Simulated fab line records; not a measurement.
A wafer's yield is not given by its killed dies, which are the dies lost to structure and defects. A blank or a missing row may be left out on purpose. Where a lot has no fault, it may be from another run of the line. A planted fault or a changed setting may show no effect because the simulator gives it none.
Chamber matching || flow rit_cmos || 3 sister chambers for RIT_SDANNEAL_CLEAN_00 on wet_bench-04
The step cleans in SC1, time 600 s. 14 wafers are shown with their chamber, then 7 later ones without.

== EACH WAFER AND ITS CHAMBER ==
{"wafer": "L843.3", "chamber": 3, "bath_guard_temp_C (C)": 75.0}
{"wafer": "L843.5", "chamber": 3, "bath_guard_temp_C (C)": 75.1}
{"wafer": "L843.6", "chamber": 3, "bath_guard_temp_C (C)": 75.1}
{"wafer": "L844.1", "chamber": 1, "bath_guard_temp_C (C)": 74.6}
{"wafer": "L844.2", "chamber": 1, "bath_guard_temp_C (C)": 75.1}
{"wafer": "L844.4", "chamber": 1, "bath_guard_temp_C (C)": 74.9}
{"wafer": "L845.2", "chamber": 3, "bath_guard_temp_C (C)": 74.7}
{"wafer": "L845.3", "chamber": 3, "bath_guard_temp_C (C)": 74.8}
{"wafer": "L845.6", "chamber": 3, "bath_guard_temp_C (C)": 75.0}
{"wafer": "L846.2", "chamber": 0, "bath_guard_temp_C (C)": 75.2}
{"wafer": "L846.3", "chamber": 0, "bath_guard_temp_C (C)": 75.4}
{"wafer": "L846.5", "chamber": 0, "bath_guard_temp_C (C)": 74.9}
{"wafer": "L848.3", "chamber": 1, "bath_guard_temp_C (C)": 74.9}
{"wafer": "L848.4", "chamber": 1, "bath_guard_temp_C (C)": 75.1}

SIGNATURES (averages over the wafers above)
{"reading": "bath_guard_temp_C", "chamber 0": 75.167, "chamber 1": 74.920, "chamber 3": 74.950, "scatter within a chamber": 0.198}
Rule: for each reading, subtract the chamber's mean from the wafer's reading, divide by that reading's scatter and square the result; add these up over the readings and take the root, which gives the wafer's distance from the chamber. The wafer belongs to the nearest chamber; if the next one is less than 2 further off, it can't be placed. How the scatter is found: for the shown wafers, subtract from each reading the mean of its chamber, square and add these, divide the total by (wafers less chambers), then take the root.

== WAFERS MISSING THEIR CHAMBER ==
{"wafer": "L848.5", "bath_guard_temp_C (C)": 74.7}
{"wafer": "L849.1", "bath_guard_temp_C (C)": 74.7}
{"wafer": "L849.3", "bath_guard_temp_C (C)": 74.9}
{"wafer": "L849.6", "bath_guard_temp_C (C)": 74.8}
{"wafer": "L862.2", "bath_guard_temp_C (C)": 75.1}
{"wafer": "L862.3", "bath_guard_temp_C (C)": 74.6}
{"wafer": "L862.4", "bath_guard_temp_C (C)": 74.9}

== WHICH CHAMBER EACH WENT THROUGH ==
{"wafer": "L848.5", "from the rows above": "can't be placed: 1 or 3 or 0", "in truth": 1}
{"wafer": "L849.1", "from the rows above": "can't be placed: 1 or 3 or 0", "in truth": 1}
{"wafer": "L849.3", "from the rows above": "can't be placed: 1 or 3 or 0", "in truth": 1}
{"wafer": "L849.6", "from the rows above": "can't be placed: 1 or 3 or 0", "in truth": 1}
{"wafer": "L862.2", "from the rows above": "can't be placed: 0 or 3 or 1", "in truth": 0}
{"wafer": "L862.3", "from the rows above": "can't be placed: 1 or 3 or 0", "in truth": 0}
{"wafer": "L862.4", "from the rows above": "can't be placed: 1 or 3 or 0", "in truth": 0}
0 of 7 placed correctly. These rows do not allow placing 7 (true chamber among the candidates in 7). 0 placed wrongly.
